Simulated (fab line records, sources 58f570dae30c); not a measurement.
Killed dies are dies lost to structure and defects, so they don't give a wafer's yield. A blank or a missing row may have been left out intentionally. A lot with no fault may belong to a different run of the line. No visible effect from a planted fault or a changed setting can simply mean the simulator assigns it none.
The tool behind it: which one? | flow berkeley cmos170 | 21 wafers from 7 lots sampled at 2 of the route's 331 steps

== WHAT THE GAUGES SHOWED, per wafer ==
UCB170_V2_CD_MEAS_90 targets a cd of 700 nm.
lot  | measured     | on        | cd nm (nm)
L381 | day 9 04:44  | cd sem-01 | 699.5 699.3 702.1
L383 | day 9 10:31  | cd sem-02 | - - -
L387 | day 10 15:41 | cd sem-02 | 701.1 700.4 699.4
L394 | day 11 17:19 | cd sem-01 | 699.7 700.1 700.5
L393 | day 11 22:54 | cd sem-01 | 697.8 699.0 697.1
L397 | day 12 08:05 | cd sem-02 | 698.8 699.6 698.5
L402 | day 13 17:35 | cd sem-02 | 700.1 698.7 699.7

== TOOL THAT RAN EACH LOT (tool first, then ch and the chambers of the sampled wafers, then the start) ==
lot  | UCB170_V2_CVD_00
L381 | pecvd-03 ch 1,2, day 9 02:27
L383 | pecvd-03 ch 0,1, day 9 08:07
L387 | pecvd-02 ch 0,1, day 10 13:02
L394 | pecvd-02 ch 1,2, day 11 15:04
L393 | pecvd-02 ch 1,2, day 11 16:02
L397 | pecvd-02 ch 0,1, day 12 05:15
L402 | pecvd-03 ch 0,2, day 13 14:53
- UCB170_V2_CVD_00: deposits SiO2 from TEOS/O2, target thk 2000 nm, time 250 s.

== THE ANSWER, worked out from the rows above alone ==
Rule: usual is defined by the lots themselves. Put in order of their means at a reading, lots are off if they are a third of the lots or fewer, leave a main group of 4 or more, and stand apart from it by a gap of 3 or more times the standard deviation of the main group's means; of several such gaps the widest counts. The tables above print the reading to a certain number of digits; a main group whose means all agree to those digits is not used. A lot without any number at a reading at which 4 lots or more have one is off too. The other lots that the step has rows for count as sound.
Off: L383, at UCB170_V2_CD_MEAS_90 (cd nm). Without a number there: L383. For the main group the mean is 699.5 nm and the standard deviation 0.84.
If a tool, at a process step before that reading, ran all the lots that are off and no sound lot after the first of them, it fits. The gauges at UCB170_V2_CD_MEAS_90 are tried like those tools. Not one of the candidates tried fits.

== WHAT THE SIMULATOR HAD INSERTED ==
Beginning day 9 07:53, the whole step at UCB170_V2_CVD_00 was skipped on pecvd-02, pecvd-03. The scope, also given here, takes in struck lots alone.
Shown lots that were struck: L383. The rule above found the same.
